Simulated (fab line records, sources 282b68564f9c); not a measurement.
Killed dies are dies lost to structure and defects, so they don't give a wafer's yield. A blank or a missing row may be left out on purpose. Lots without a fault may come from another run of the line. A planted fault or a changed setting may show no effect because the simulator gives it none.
A struck lot beside a sound one | flow rit_cmos | 15 steps out of a route of 202
Sound: wafers L213.1, L213.3, L213.6. Struck: wafers L226.1, L226.3, L226.5. The cause comes at the end.
At each step with rows: each side's tool, then ch and its chambers, then its first start. Under that, the readings that differ: sound wafers | struck wafers | difference of the means | sigmas: that difference in standard deviations of wafers without a fault.
alike: readings whose means differ by less than 2 such deviations, and words and numbers that are the same on both sides. not compared: withheld readings, readings that some wafer has no value for, bounds like >300 that may hide the same value, and numbers for which the record gives no deviation and whose values overlap.
The two part at a step that has a row with sigmas, a row that says differs or no value, or rows on one side only. Numbers that don't overlap but have no deviation are shown without sigmas and don't part them. A reading that every wafer of one side lacks parts them only if that side has two wafers or more.

first, 1 step without rows for these wafers: RIT_NWELL_IMPLANT_08.
RIT_NWELL_STRIP_09: strips in O2, time 180 s.
  sound on plasma_asher-01 ch 0,1, day 1 20:41; struck on plasma_asher-03 ch 0,1, day 4 13:41
  alike: drypump_motor_current_A, o2_flow_sccm
  not compared: rf_hours_counter_h
RIT_NWELL_TW_MEAS_10:
  sound on film_metro-04, day 1 20:52; struck on film_metro-03, day 4 13:52
  alike: NWELL_TW
then, 6 steps without rows for these wafers: RIT_PWELL_HMDS_00 (prime time 60 s); RIT_PWELL_COAT_01 (resist thk 1300 nm); RIT_PWELL_SOFTBAKE_02 (time 60 s); RIT_PWELL_EXPOSE_03 (exposes mask M3, target cd 43700 nm); RIT_PWELL_PEB_04; RIT_PWELL_DEVELOP_05 (develop time 68 s).
RIT_PWELL_OVL_MEAS_06:
  sound on overlay-01, day 1 21:50; struck on overlay-01, day 4 14:56
  alike: PWELL_OVL
then, 2 steps without rows for these wafers: RIT_PWELL_HARDBAKE_07 (time 120 s); RIT_PWELL_IMPLANT_08.
RIT_PWELL_STRIP_09: strips in O2, time 180 s.
  sound on plasma_asher-03 ch 0, day 1 22:16; struck on plasma_asher-03 ch 0,1, day 4 15:22
  reading             | sound          | struck         | difference | sigmas
  o2_flow_sccm (sccm) | 3994 3998 4001 | 6003 6004 5991 | +2002      | +99 or more
  alike: drypump_motor_current_A
  not compared: rf_hours_counter_h
RIT_PWELL_TW_MEAS_10:
  sound on film_metro-02, day 1 22:26; struck on film_metro-04, day 4 15:32
  alike: PWELL_TW
RIT_M1_PROBE_99:
  the record has rows for the sound wafers here (prober-02, day 3 08:21) and none for the struck ones

WHERE THEY PART
First at RIT_PWELL_STRIP_09; last, within this record, at RIT_M1_PROBE_99.

WHY: what the simulator had put in
Process parameter drift: plasma_asher-03, from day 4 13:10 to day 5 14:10, at RIT_PWELL_STRIP_09. Setting o2_flow_sccm, moved by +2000, from 4000. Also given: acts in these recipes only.
